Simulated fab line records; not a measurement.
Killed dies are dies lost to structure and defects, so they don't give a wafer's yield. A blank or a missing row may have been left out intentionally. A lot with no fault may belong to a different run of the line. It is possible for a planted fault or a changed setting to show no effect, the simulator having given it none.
Code-filled problem report in 8D (eight disciplines) form	flow berkeleyCmos170	the parts of the form that need people (team, actions taken, sign-off) are left out

== 1. THE PROBLEM ==
At UCB170_M1_ANNEAL_14, spikeTcLoadC averages 385.0 C over 9 wafers from 3 lots, while fault-free wafers read 425.1 C, standard deviation 0.98. Measured from the usual mean, that is -41 standard deviations.
The step: time 1200 s.
Seen first at day 12 00:44 on furnace-03, wafer L280.3. The record holds 21 wafers of 7 lots with a number at this step. Rule for "out" (also "out of limits"): further than 4 standard deviations from the usual mean. All remaining wafers that have a number are taken as sound.

== 2. WHAT IT IS, WHAT IT ISN'T ==
question	is	is not
which readings at this step	spikeTcLoadC, spikeTcCentreC, spikeTcSourceC, zonePowerCentrePct, zonePowerLoadPct, zonePowerSourcePct	-
which lots	L279, L280, L284	L268, L271, L272, L276
which wafers of those lots	all that have a number	-
read on which tools	furnace-03	-
when	from day 12 00:44	up to then (12 sound wafers)

== 3. WHAT RULES OUT EACH SUSPECT ==
Counting: a tool at any process step up to the reading remains a suspect when it ran all the lots that are out and ran no sound lot after the first of those.
- furnace-03 at UCB170_M1_ANNEAL_14 (time 1200 s): kept. It processed each lot that is out, first L280 at day 12 00:44, and no sound lot thereafter; up to then, the last sound lot it processed was L272 at day 11 01:11. Its own spikeTcCentreC, spikeTcLoadC, spikeTcSourceC, zonePowerCentrePct, zonePowerLoadPct, zonePowerSourcePct readings are out on those wafers.
Remaining after the count: furnace-03 at UCB170_M1_ANNEAL_14.

== 4. THE CAUSE (what the simulator had put in) ==
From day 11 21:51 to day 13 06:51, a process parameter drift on furnace-03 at UCB170_M1_ANNEAL_14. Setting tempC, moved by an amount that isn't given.
This tool alone remained once counting was done.

== 5. THE EFFECT CHAIN, in route order ==
Each row: a reading whose mean over the struck wafers that have a number lies more than 3 standard deviations from the usual. Readings are gone through only where the record gives a usual standard deviation; hours: the median, over the lots, of the time from a lot's start at the first step in this table giving one to that lot's start at this step; sigmas: the change measured in usual standard deviations.
hours	step	reading	usual	on struck wafers	change	sigmas
0	UCB170_M1_ANNEAL_14	spikeTcCentreC	402.1 C	362.8	-39.3	-39
0	UCB170_M1_ANNEAL_14	spikeTcLoadC	425.1 C	385.0	-40.1	-41
0	UCB170_M1_ANNEAL_14	spikeTcSourceC	415.3 C	375.4	-39.9	-40
0	UCB170_M1_ANNEAL_14	zonePowerCentrePct	17.71 %	15.74	-1.97	-10
0	UCB170_M1_ANNEAL_14	zonePowerLoadPct	4.56 %	3.97	-0.59	-14
0	UCB170_M1_ANNEAL_14	zonePowerSourcePct	5.51 %	4.74	-0.77	-13
Process steps it contains:
- UCB170_M1_ANNEAL_14: time 1200 s.

== 6. WHAT WOULD HAVE CAUGHT IT SOONER ==
In this record no reading fell out of limits until day 12 00:44, 3 hours after the fault had begun at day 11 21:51.
